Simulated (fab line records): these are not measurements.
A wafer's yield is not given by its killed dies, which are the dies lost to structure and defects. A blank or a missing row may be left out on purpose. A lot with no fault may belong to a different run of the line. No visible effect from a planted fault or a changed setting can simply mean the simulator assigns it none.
fab line records ; flow rit_cmos
[record] lots = 5; wafers = 15; last_day = 7
route steps=202 shown PLDD@122 SPACER@125 NSD@131 M1@202
lots that met no fault: from a run of the same line without faults
start_h: hours from the record's first day to the start of the lot's first wafer shown ; wait_h: how many hours have passed since the lot's step before this one ; " as in the row above ; L1.1+2: a row that stands for several wafers ; - no value present, or no start provided ; * or withheld: withheld ; < > ~ a bound
route shown NAME@n: a module of which the file shows steps, and the number in the route of the first ; usual: average and standard deviation across the fault-free wafers ; same: alike in all rows ; chamber/n: place in a boat ; sites: readings site by site ; _std_site: how widely they spread, as a standard deviation ; _edge_site: inner sites' mean taken away from outer sites' mean ; radius_mm: how far each site lies from the wafer's centre ; mask NAME#n: copy n ; behind: the most recent tool/chamber to have shaped the wafer ; hold: reason for holding the lot/hours on hold/outcome of the hold ; device: whichever transistor did not switch (one of n, p or np) ; end of line: tests run on the same wafers once the route is complete ; a step without rows: its recipe alone ; killed: not the wafer's yield, but the dies lost to structure and defects at the first sort ; map: dies across one wafer; x = killed, . = not, _ = none there
set.NAME: the setting the step ran with; set.NAME@STEP: the setting that earlier step ran with ; model.NAME: the simulator's own value behind a step, which no gauge read
a table for each step, a row for each wafer; lots at some steps of the route
services: a tool's chamber out of use, with start hour (start_h, from the record's first day; less than 0 if before it), hours out, and reason
[[steps]]
[step RIT_PLDD_IMPLANT_08]
[recipe] species = BF2; energy_kev = 20.19; dose_cm2 = 9e+14; tilt_deg = 7
[step RIT_PLDD_STRIP_09]
[recipe] chemistry = O2; time_s = 180; resist = NOVOLAK; platen_temp_c = withheld; power_w = 500; pressure_mtorr = 4000; o2_flow_sccm = 4000
[usual] drypump_motor_current_A = 5.6/0.56
lot.wafer;tool;chamber;start_h;wait_h;drypump_motor_current_A;rf_hours_counter_h
L917.3;plasma_asher-04;1;45.57;0.1;5.0;-
L917.4;plasma_asher-04;0;45.57;0.1;6.2;-
L917.5;plasma_asher-04;0;45.57;0.1;6.2;-
L922.1;plasma_asher-03;1;70.28;0.1;5.0;44
L922.3;plasma_asher-03;1;70.28;0.1;5.0;-
L922.6;plasma_asher-03;1;70.28;0.1;4.9;-
L929.1;plasma_asher-03;0;105.12;0.1;5.7;47
L929.5;plasma_asher-03;0;105.12;0.1;5.7;-
L929.6;plasma_asher-03;1;105.12;0.1;5.0;-
L932.2;plasma_asher-02;1;122.64;0.1;6.5;33
L932.3;plasma_asher-02;1;122.64;0.1;6.5;-
L932.6;plasma_asher-02;1;122.64;0.1;6.5;-
L939.1;plasma_asher-04;1;154.67;0.1;5.0;53
L939.4;plasma_asher-04;1;154.67;0.1;5.0;-
L939.6;plasma_asher-04;1;154.67;0.1;5.0;-
[step RIT_PLDD_TW_MEAS_10]
[usual] PLDD_TW = 2346/12
lot.wafer;tool;chamber;start_h;wait_h;PLDD_TW
L917.3;film_metro-04;-;45.70;0.1;2363
L917.4;film_metro-04;-;45.70;0.1;2352
L917.5;film_metro-04;-;45.70;0.1;2352
L922.1;film_metro-01;-;70.46;0.1;2330
L922.3;film_metro-01;-;70.46;0.1;2341
L922.6;film_metro-01;-;70.46;0.1;2333
L929.1;film_metro-04;-;105.29;0.1;2354
L929.5;film_metro-04;-;105.29;0.1;2328
L929.6;film_metro-04;-;105.29;0.1;2343
L932.2;film_metro-04;-;122.83;0.1;2339
L932.3;film_metro-04;-;122.83;0.1;2348
L932.6;film_metro-04;-;122.83;0.1;2345
L939.1;film_metro-02;-;154.84;0.1;2325
L939.4;film_metro-02;-;154.84;0.1;2338
L939.6;film_metro-02;-;154.84;0.1;2336
[step RIT_SPACER_CLEAN_00]
[recipe] chemistry = SC1; mix = 3:3:50; time_s = 600; temp_c = 75
[step RIT_SPACER_CLEAN_01]
[recipe] chemistry = dHF; dilution = 50:1; time_s = 30
[step RIT_SPACER_CLEAN_02]
[recipe] chemistry = SC2; mix = 3:3:50; time_s = 600; temp_c = 75; dry = n2_spin
[step RIT_SPACER_CVD_03]
[recipe] material = Si3N4; target_thk_nm = 250; temp_c = 810; precursor = SiH2Cl2/NH3; time_s = 3300; pressure_mtorr = 300; sih2cl2_flow_sccm = 60; nh3_flow_sccm = 150
[step RIT_SPACER_THK_MEAS_04]
[recipe] reads = Si3N4_of_SPACER_CVD_03
[usual] SPACER_NITRIDE_THK = 250.4/2.2
lot.wafer;tool;chamber;start_h;wait_h;SPACER_NITRIDE_THK[nm]
L917.3;film_metro-04;-;48.05;0.0;253.8
L917.4;film_metro-04;-;48.05;0.0;253.2
L917.5;film_metro-04;-;48.05;0.0;253.6
L922.1;film_metro-01;-;72.80;0.0;252.8
L922.3;film_metro-01;-;72.80;0.0;253.6
L922.6;film_metro-01;-;72.80;0.0;252.0
L929.1;film_metro-01;-;108.72;0.0;250.1
L929.5;film_metro-01;-;108.72;0.0;251.2
L929.6;film_metro-01;-;108.72;0.0;250.6
L932.2;film_metro-03;-;125.49;0.0;244.6
L932.3;film_metro-03;-;125.49;0.0;246.0
L932.6;film_metro-03;-;125.49;0.0;244.5
L939.1;film_metro-03;-;157.20;0.0;248.2
L939.4;film_metro-03;-;157.20;0.0;248.6
L939.6;film_metro-03;-;157.20;0.0;248.2
[step RIT_SPACER_ETCHBACK_05]
[recipe] target_depth_a = 2500; SF6_flow_sccm = 30; CHF3_flow_sccm = 30; target = Si3N4; chemistry = SF6/CHF3; pressure_mtorr = 40; rf_w = 250; time_s = 240; stop_on = SiO2
[usual] drypump_motor_current_A = 5.9/0.42; oes_product_au = 0.841/0.015; throttle_valve_pct = 10.21/0.13
lot.wafer;tool;chamber;start_h;wait_h;drypump_motor_current_A;oes_product_au;rf_hours_counter_h;throttle_valve_pct
L917.3;rie_diel-03;2;48.09;0.0;5.5;0.863;2;10.42
L917.4;rie_diel-03;0;48.09;0.0;5.8;0.835;81;10.37
L917.5;rie_diel-03;1;48.09;0.0;6.3;0.869;-;10.18
L922.1;rie_diel-04;1;72.86;0.1;6.8;0.834;153;9.98
L922.3;rie_diel-04;0;72.86;0.1;5.5;0.846;96;10.29
L922.6;rie_diel-04;1;72.86;0.1;6.8;0.829;-;9.99
L929.1;rie_diel-02;1;108.78;0.1;5.8;0.826;9;10.34
L929.5;rie_diel-02;3;108.78;0.1;5.9;0.852;-;10.24
L929.6;rie_diel-02;2;108.78;0.1;6.0;0.843;-;10.23
L932.2;rie_diel-03;1;125.54;0.0;6.3;0.847;92;10.17
L932.3;rie_diel-03;0;125.54;0.0;5.8;0.822;82;10.39
L932.6;rie_diel-03;2;125.54;0.0;5.5;0.850;-;10.39
L939.1;rie_diel-03;2;157.26;0.1;5.5;0.858;3;10.41
L939.4;rie_diel-03;1;157.26;0.1;6.3;0.853;93;10.20
L939.6;rie_diel-03;1;157.26;0.1;6.3;0.861;-;10.19
[step RIT_NSD_HMDS_00]
[recipe] prime_time_s = 60; prime_temp_c = 140
[step RIT_NSD_COAT_01]
[recipe] resist = NOVOLAK; spin_rpm = 3250; resist_thk_nm = 1000
[step RIT_NSD_SOFTBAKE_02]
[recipe] resist = NOVOLAK; temp_c = 90; time_s = 60
[step RIT_NSD_EXPOSE_03]
[recipe] mask_id = M9; na = 0.57; target_cd_nm = 40700; dose_mj = 250
lot.wafer;tool;chamber;start_h;wait_h;mask
L917.3+4+5;iline_stepper-02;0;48.73;0.1;M9#0
L922.1+3+6;iline_stepper-02;0;73.58;0.2;M9_R1#0
L929.1+5+6;iline_stepper-02;0;109.38;0.1;M9#0
L932.2+3+6;iline_stepper-01;0;126.28;0.2;M9#0
L939.1+4+6;iline_stepper-01;0;157.86;0.1;M9#0
[step RIT_NSD_PEB_04]
[recipe] resist = NOVOLAK; temp_c = withheld; time_s = withheld
[step RIT_M1_PROBE_99]
[usual] killed_at_contacts = 0.1/0.27; killed_at_front_end = 7/3; killed_dies = 7.0/3; killed_open = 3.5/2.1; killed_short = 3.4/1.9
[same] gross_dies = 264; killed_at_M0_to_M3 = 0; killed_at_M4_up = 0; killed_at_back_side = 0; killed_at_other = 0
lot.wafer;tool;chamber;start_h;wait_h;killed_at_contacts;killed_at_front_end;killed_dies;killed_open;killed_short;model.etest.select_edge_diode_n.leak_log10_a
L922.1;prober-02;-;84.02;0.1;0;11;11;6;4;-6.215
L922.3;prober-02;-;84.12;0.2;0;9;9;7;2;-6.493
L922.6;prober-02;-;84.27;0.2;0;5;5;1;4;-6.402
L929.1;prober-01;-;120.30;0.1;0;5;5;3;2;-9.842
L929.5;prober-01;-;120.50;0.2;0;6;6;5;1;-9.9
L929.6;prober-01;-;120.55;0.2;0;7;7;2;5;-10
L932.2;prober-02;-;136.72;0.1;0;11;11;3;8;-9.621
L932.3;prober-02;-;136.77;0.2;0;12;12;10;1;-9.819
L932.6;prober-02;-;136.92;0.2;0;11;11;7;3;-9.665
L939.1;prober-01;-;168.42;0.1;0;6;6;1;5;-9.668
L939.4;prober-01;-;168.57;0.2;1;3;4;2;2;-9.885
L939.6;prober-01;-;168.67;0.2;0;5;5;1;4;-9.621
// killed by level:class
L922.1 GATE:geometric_particle:open=4 SPACER:geometric_particle:short=2 SILICIDE:geometric_particle:open=2 GATE:geometric_particle:short=1 REOX:geometric_particle:short=1 PRETRO:coat_microbubble_printed=1
L922.3 SPACER:geometric_particle:open=4 REOX:geometric_particle:open=2 FOX2:geometric_particle:short=1 SILICIDE:geometric_particle:short=1 SILICIDE:geometric_particle:open=1
L922.6 SPACER:geometric_particle:short=2 FOX2:geometric_particle:open=1 GATE:geometric_particle:short=1 REOX:geometric_particle:short=1
L929.1 SPACER:geometric_particle:short=2 SPACER:geometric_particle:open=2 REOX:geometric_particle:open=1
L929.5 SILICIDE:geometric_particle:open=2 SPACER:geometric_particle:open=2 REOX:geometric_particle:short=1 REOX:geometric_particle:open=1
L929.6 GATE:geometric_particle:short=3 FOX1:geometric_particle:short=1 REOX:geometric_particle:open=1 SPACER:geometric_particle:short=1 SILICIDE:geometric_particle:open=1
L932.2 SPACER:geometric_particle:short=3 GATE:geometric_particle:short=2 FOX1:geometric_particle:open=1 FOX1:geometric_particle:short=1 FOX2:geometric_particle:open=1 GATE:geometric_particle:open=1 REOX:geometric_particle:short=1 SILICIDE:geometric_particle:short=1
L932.3 GATE:geometric_particle:open=4 FOX1:geometric_particle:open=2 FOX2:geometric_particle:open=2 FOX1:geometric_particle:short=1 SPACER:geometric_particle:open=1 SILICIDE:geometric_particle:open=1 NWELL:coat_microbubble_printed=1
L932.6 GATE:geometric_particle:open=5 FOX1:geometric_particle:short=2 GATE:geometric_particle:short=1 REOX:geometric_particle:open=1 SPACER:geometric_particle:open=1 NWELL:coat_microbubble_printed=1
L939.1 FOX1:geometric_particle:short=2 FOX2:geometric_particle:open=1 FOX2:geometric_particle:short=1 GATE:geometric_particle:short=1 SILICIDE:geometric_particle:short=1
L939.4 GATE:geometric_particle:short=1 SPACER:geometric_particle:open=1 SILICIDE:geometric_particle:open=1 CONTACT:geometric_particle:short=1
L939.6 SILICIDE:geometric_particle:short=3 GATE:geometric_particle:short=1 GATE:geometric_particle:open=1
[[services]]
tool;chamber;start_h;hours;kind
rie_diel-02;1;26.28;7.7;repair
plasma_asher-02;-;31.32;2.8;pm
rie_diel-02;3;35.95;-;clean
rie_diel-02;3;35.95;26.1;scheduled_down
rie_diel-02;3;35.95;26.1;vent_cycle
iline_stepper-01;-;37.26;26.9;repair
rie_diel-04;-;38.59;0.4;repair
rie_diel-02;1;44.88;4.7;repair
rie_diel-02;0;62.04;-;clean
rie_diel-02;0;62.04;20.6;scheduled_down
rie_diel-02;0;62.04;20.6;vent_cycle
plasma_asher-03;-;63.43;0.4;repair
iline_stepper-01;-;64.20;1.7;pm
rie_diel-02;1;66.11;4.4;repair
iline_stepper-01;0;69.91;-;calibration
rie_diel-04;2;71.65;5.1;repair
rie_diel-02;3;77.78;5.2;repair
rie_diel-04;3;86.38;5.6;repair
rie_diel-03;0;98.53;4.7;repair
iline_stepper-01;-;105.50;5.6;repair
rie_diel-04;3;109.74;5.1;repair
rie_diel-02;0;130.28;9.4;repair
rie_diel-02;-;132.17;2.4;repair
rie_diel-04;1;133.55;-;clean
[[key]]
[first_sign] step = RIT_NSD_EXPOSE_03; reading = mask; direction = changed
effect none on later readings
[model_effect] step = RIT_M1_PROBE_99; value = etest.select_edge_diode_n.leak_log10_a; without = -9.777; struck = -6.37
met_at RIT_NSD_EXPOSE_03
struck_wafers L922.1,L922.3,L922.6
tester_left_out L922
onset_between 48.73 73.58
[fault] kind = wrong_mask; tool = any; chamber = -; onset_h = 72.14; steps = RIT_NSD_EXPOSE_03; aux_copy = M9_R1#0; cd_offset_nm = -350; scope = struck_lots_only
// tester_left_out: of these lots the tester's yield and bins aren't shown, on N5 and GAA mostly nor the transistor test; their killed dies are dies lost to structure and defects alone, not to doping, threshold or leakage, so they don't give the yield
